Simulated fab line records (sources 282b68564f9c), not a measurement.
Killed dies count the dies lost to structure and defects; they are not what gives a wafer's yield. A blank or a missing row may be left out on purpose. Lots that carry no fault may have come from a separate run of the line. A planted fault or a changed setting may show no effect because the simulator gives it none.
Problem report, 8D (eight disciplines) form, completed by code || flow rit cmos || the parts of the form that need people (team, actions taken, sign-off) are left out

== 1. PROBLEM STATEMENT ==
Wafers without a fault read 34.57 W, standard deviation 0.051; heater power total W at RIT_M1_SOFTBAKE_05 reads a mean of 35.59 W on 9 wafers belonging to 3 lots. That is +20 standard deviations from the usual mean.
The step: time 60 s.
First observed at day 6 11:16: wafer L718.1, on litho track-04. The record has a number at this step for 21 wafers belonging to 7 lots. By rule, "out" or "out of limits" means more than 4 standard deviations away from the usual mean. The other wafers with a number count as sound.

== 2. WHAT IT IS, AND WHAT IT ISN'T ==
{"question": "which readings at this step", "is": "heater power total W, plate temp C", "is not": "-"}
{"question": "which lots", "is": "L718, L720, L722", "is not": "L705, L708, L714, L721"}
{"question": "which wafers of those lots", "is": "all that have a number", "is not": "-"}
{"question": "read on which tools", "is": "litho track-04", "is not": "litho track-01"}
{"question": "when", "is": "from day 6 11:16", "is not": "up to then (9 sound wafers); but 3 sound wafers of L721 came after"}

== 3. SUSPECTS, AND WHAT RULES EACH OUT ==
Counting: a tool at a process step up to the reading stays a suspect if it ran every lot that is out and no sound lot after the first of them.
- litho track-04 at RIT_M1_SOFTBAKE_05 (time 60 s): kept. It ran every lot that is out, first L718 (day 6 11:16), and no sound lot after that; its last sound lot up to then is L705 (day 3 16:39). On those wafers its own readings are out: heater power total W, plate temp C.
The count leaves litho track-04 at RIT_M1_SOFTBAKE_05.

== 4. THE CAUSE (what the simulator had put in) ==
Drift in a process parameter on litho track-04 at RIT_M1_SOFTBAKE_05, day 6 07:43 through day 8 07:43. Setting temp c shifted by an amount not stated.
This tool alone remained once counting was done.

== 5. THE EFFECT CHAIN, in route order ==
Rows list readings where the struck wafers' mean (over those with a number) sits beyond 3 standard deviations from the usual. Only readings for which the record gives a usual standard deviation are gone through. hours: the time from each lot's start at the first step in this table that gives one to its start at this step, as a median over the lots. sigmas: the change in usual standard deviations.
{"hours": 0, "step": "RIT_M1_SOFTBAKE_05", "reading": "heater power total W", "usual": "34.57 W", "on struck wafers": 35.59, "change": "+1.02", "sigmas": "+20"}
{"hours": 0, "step": "RIT_M1_SOFTBAKE_05", "reading": "plate temp C", "usual": "90.00 C", "on struck wafers": 92.02, "change": "+2.02", "sigmas": "+16"}
Here are the process steps it includes:
- RIT_M1_SOFTBAKE_05: time 60 s.
At these later measuring or inspecting steps, every struck wafer for which the step has a row has a number for every such reading, and none has moved that far: RIT_M1_CD_MEAS_09.

== 6. HOW IT WOULD HAVE BEEN CAUGHT EARLIER ==
In this record the first reading out of limits was taken at day 6 11:16, 4 hours after the fault began at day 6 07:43.
